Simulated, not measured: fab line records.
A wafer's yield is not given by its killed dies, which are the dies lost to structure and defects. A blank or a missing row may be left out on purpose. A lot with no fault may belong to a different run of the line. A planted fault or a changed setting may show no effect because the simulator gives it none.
Split-lot experiment ; flow berkeley_cmos170 ; on a route of 331 steps: 5 lots, 27 wafers read

SPLIT DETAILS
At UCB170_M1_SPUTTER_00 (material Al, target thk 600 nm, time 80 s), the setting time_s was moved away from the recipe's 80 s on 9 of the 27 wafers read, by -27.3% to +58.7%. For the rest of the wafers, this setting stayed at what the recipe calls for.

FROM THE SPLIT TO THE READING: what the file shows between them, 5 steps
- UCB170_M1_RS_MEAS_01: measures by four-point-probe
- UCB170_M1_THK_MEAS_02: measures by xrf
- UCB170_M1_COAT_03
- UCB170_M1_COAT_04: resist thk 900 nm
- UCB170_M1_ETCH_11: etches BARC in N2/H2

THE READING
oes_product_au, in a.u., at UCB170_M1_METAL_ETCH_12 (etches Al in Cl2/BCl3, stops on PSG, target depth 780 nm, time 130 s). A value of 0.850 a.u. with a standard deviation of 0.01 a.u. is what fault-free wafers of this fab line usually give.

wafer;tool, chamber at the split;time_s as run, s;against the recipe;oes_product_au, a.u.;against lot-mates on the recipe
L076.1;pvd_sputter-04, -;80;recipe;0.848;-
L076.2;pvd_sputter-04, -;80;recipe;0.855;-
L076.3;pvd_sputter-04, -;80;recipe;0.848;-
L076.4;pvd_sputter-04, -;58.19;-27.3%;0.730;-0.120
L076.5;pvd_sputter-04, -;58.19;-27.3%;0.720;-0.130
L076.6;pvd_sputter-04, -;58.19;-27.3%;0.709;-0.141
L075.1;pvd_sputter-02, -;80;recipe;0.866;-
L075.2;pvd_sputter-02, -;80;recipe;0.835;-
L075.3;pvd_sputter-02, -;80;recipe;0.840;-
L075.4;pvd_sputter-02, -;80;recipe;0.853;-
L075.5;pvd_sputter-02, -;80;recipe;0.866;-
L075.6;pvd_sputter-02, -;80;recipe;0.827;-
L079.1;pvd_sputter-03, -;80;recipe;0.825;-
L079.2;pvd_sputter-03, -;80;recipe;0.851;-
L079.3;pvd_sputter-03, -;127;+58.7%;0.972;+0.125
L079.4;pvd_sputter-03, -;80;recipe;0.864;-
L079.5;pvd_sputter-03, -;127;+58.7%;0.997;+0.150
L079.6;pvd_sputter-03, -;127;+58.7%;0.967;+0.120
L080.1;pvd_sputter-02, -;80;recipe;0.849;-
L080.2;pvd_sputter-02, -;80;recipe;0.857;-
L080.5;pvd_sputter-02, -;80;recipe;0.840;-
L083.1;pvd_sputter-02, -;80;recipe;0.846;-
L083.2;pvd_sputter-02, -;111.2;+39.0%;0.976;+0.125
L083.3;pvd_sputter-02, -;80;recipe;0.856;-
L083.4;pvd_sputter-02, -;111.2;+39.0%;0.985;+0.134
L083.5;pvd_sputter-02, -;80;recipe;0.850;-
L083.6;pvd_sputter-02, -;111.2;+39.0%;0.974;+0.123

FIT RESULTS
A straight line over all 27 wafers: oes_product_au changes by +0.00294 a.u. for each +1% of time_s; r = +0.95; the points scatter about the line by 0.024 a.u.
The same after taking each lot's own level away (the mean of its wafers on the recipe; 27 wafers): +0.00296 a.u. for each +1%; r = +0.95; scatter 0.024 a.u.
The reading moves by 0.17 a.u. for the largest change in time_s, on that fit.
The lots' own levels span 0.8467 to 0.8507 a.u., that is 0.4 times the standard deviation above.
Hence the lot-to-lot level has little effect on the slope; both slopes agree.
Check: for one of the wafers moved furthest among these (+58.7%), held out of the fit, the line's prediction against its lot-mates is +0.175 a.u. Against them it came out at +0.125 a.u.

ADDITIONAL SPLITS CARRIED BY THESE WAFERS
Before the reading, these wafers also passed through other splits. Each is held against what the fit with the lots' levels taken away leaves over:
other split on the same wafers;wafers away from the commonest value;r with oes_product_au (lot level and that fit taken away)
UCB170_ZERO_ETCH_06 time_s;12;-0.32
UCB170_NWELL_ETCH_13 time_s;12;+0.16

THE WHOLE CHAIN: every reading that the file lists as answering this split, in the file's order
step;what it does;reading;change (the file's fit);r (the file's)
UCB170_M1_SPUTTER_00;material Al, target thk 600 nm, time 80 s;Al_of_M1_SPUTTER_00.thk_nm (the simulator's own value, which no gauge read);+5.99 nm for each +1% of the setting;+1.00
UCB170_M1_RS_MEAS_01;measures by four-point-probe;M1_AL_RS;not straight: 0.0679 at the lowest setting, 0.0485 at the recipe, 0.0306 at the highest;not given
UCB170_M1_THK_MEAS_02;measures by xrf;M1_AL_THK;+6.04 for each +1% of the setting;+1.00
UCB170_M1_METAL_ETCH_12;etches Al in Cl2/BCl3, stops on PSG, target depth 780 nm, time 130 s;oes_product_au;+0.00285 a.u. for each +1% of the setting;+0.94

THE FILE'S OWN FIT
oes_product_au changes by +0.00285 a.u. for each +1% of time_s, r = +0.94.
